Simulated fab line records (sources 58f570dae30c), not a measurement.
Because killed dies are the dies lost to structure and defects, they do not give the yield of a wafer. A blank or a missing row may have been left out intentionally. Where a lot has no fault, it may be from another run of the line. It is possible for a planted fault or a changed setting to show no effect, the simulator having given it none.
Which of the tools did it?    flow berkeley cmos170    14 lots with 42 wafers sampled at 4 steps, on a route of 331 steps

== WHAT THE GAUGES SHOWED, per wafer ==
UCB170_SCREENOX_THK_MEAS_02.
lot   measured      on             SCREENOX_OXIDE_THK (nm)
L475  day 5 15:10   film metro-02  14.45 14.30 14.25
L477  day 6 18:14   film metro-04  14.66 14.92 14.82
L478  day 6 18:13   film metro-02  14.76 14.60 14.46
L479  day 7 02:50   film metro-01  14.50 14.43 14.46
L481  day 7 02:52   film metro-02  14.72 14.68 14.75
L480  day 7 11:56   film metro-04  14.53 14.76 15.06
L486  day 8 01:53   film metro-01  14.54 14.44 14.37
L488  day 8 23:08   film metro-02  14.45 14.23 14.79
L494  day 10 21:38  film metro-02  14.26 13.91 14.28
L496  day 11 06:08  film metro-01  13.91 13.88 14.14
L497  day 11 06:04  film metro-01  14.65 14.50 14.51
L495  day 11 06:08  film metro-02  14.42 14.23 14.61

UCB170_V1_BOW_MEAS_03.
lot   measured      on             V1_BOW (um)
L475  day 8 03:30   film metro-01  11 18 24
L477  day 9 04:36   film metro-01  22 24 29
L478  day 9 05:53   film metro-03  31 14 18
L479  day 9 10:56   film metro-01  11 26 22
L481  day 9 13:08   film metro-03  19 15 12
L480  day 10 01:20  film metro-03  10 25 28
L486  day 10 13:29  film metro-02  22 13 8
L488  day 11 12:32  film metro-03  13 3 14
L494  day 12 21:40  film metro-01  22 16 20
L496  day 13 13:12  film metro-01  29 13 16
L497  day 13 14:31  film metro-01  21 24 24
L495  day 13 15:52  film metro-01  21 25 25

UCB170_V2_THK_MEAS_01.
lot   measured      on             V2_TEOS_THK (nm)
L475  day 8 11:52   film metro-03  1985 2004 2005
L477  day 9 10:29   film metro-03  1946 1989 1972
L478  day 9 11:45   film metro-03  1996 1983 1998
L479  day 9 15:46   film metro-02  1977 1962 1991
L481  day 9 18:16   film metro-02  2021 2002 1984
L480  day 10 06:37  film metro-04  1993 2030 1988
L486  day 10 18:29  film metro-02  1960 1993 1999
L488  day 11 17:36  film metro-02  2010 2012 2014
L494  day 13 02:43  film metro-04  2005 2009 2021
L496  day 13 21:53  film metro-02  1994 1988 2032
L497  day 13 21:13  film metro-03  1955 1982 1982
L495  day 13 22:58  film metro-03  2004 2012 2009

== TOOL THAT RAN EACH LOT (tool first, then ch and the chambers of the sampled wafers, then the start) ==
lot   UCB170_ACTIVE_DEVELOP_12
L475  litho track-02 ch 0, day 4 13:00
L477  litho track-04 ch 0, day 5 11:00
L478  litho track-02 ch 0, day 5 11:00
L479  litho track-02 ch 0, day 5 19:00
L481  litho track-03 ch 0, day 5 19:00
L480  litho track-02 ch 0, day 6 02:00
L484  litho track-03, day 6 06:00
L485  litho track-03, day 6 15:00
L486  litho track-04 ch 0, day 6 16:00
L488  litho track-04 ch 0, day 7 08:00
L494  litho track-03 ch 0, day 9 14:00
L496  litho track-04 ch 0, day 9 21:00
L497  litho track-03 ch 0, day 9 21:00
L495  litho track-04 ch 0, day 9 21:00
- UCB170_ACTIVE_DEVELOP_12: develop time 45 s.

== WHAT THE TOOLS THEMSELVES READ (means of the sampled wafers that have a number; where no wafer has one, the mark that the record gives instead) ==
UCB170_ACTIVE_DEVELOP_12.
lot   tool            chill plate temp C (C)
L475  litho track-02  22.99
L477  litho track-04  23.01
L478  litho track-02  23.14
L479  litho track-02  22.98
L481  litho track-03  23.08
L480  litho track-02  23.05
L484  litho track-03  -
L485  litho track-03  -
L486  litho track-04  22.95
L488  litho track-04  22.93
L494  litho track-03  22.93
L496  litho track-04  22.92
L497  litho track-03  22.94
L495  litho track-04  23.05

== THE ANSWER, worked out from the rows above alone ==
Rule: usual is defined by the lots themselves. The widest of any qualifying gaps counts: lots, ordered by their means at a reading, are off when they make up no more than a third of the lots, leave a main group of 4 or more, and stand apart from it by 3 or more times the standard deviation of that group's means. Not used: any main group whose means are identical at the precision the tables above print for the reading. A lot without any number at a reading at which 4 lots or more have one is off too. All remaining lots with rows at the step are treated as sound. Order of review: gauges by route order, followed by the tools' own readings, for which a lot's mean as printed above is used. The first step at which some lot is off is used, and at that step the reading that is off furthest; a lot without a number counts as furthest.
Off: L484, L485 (UCB170_ACTIVE_DEVELOP_12, chill plate temp C). Without a number there: L484, L485. The main group has a mean of 23.00 C with a standard deviation of 0.067.
A tool fits if, at that step or a process step before it, it ran every lot that is off, and no sound lot after the first of them. Of those tried, none fits.

== WHAT THE SIMULATOR HAD PUT IN ==
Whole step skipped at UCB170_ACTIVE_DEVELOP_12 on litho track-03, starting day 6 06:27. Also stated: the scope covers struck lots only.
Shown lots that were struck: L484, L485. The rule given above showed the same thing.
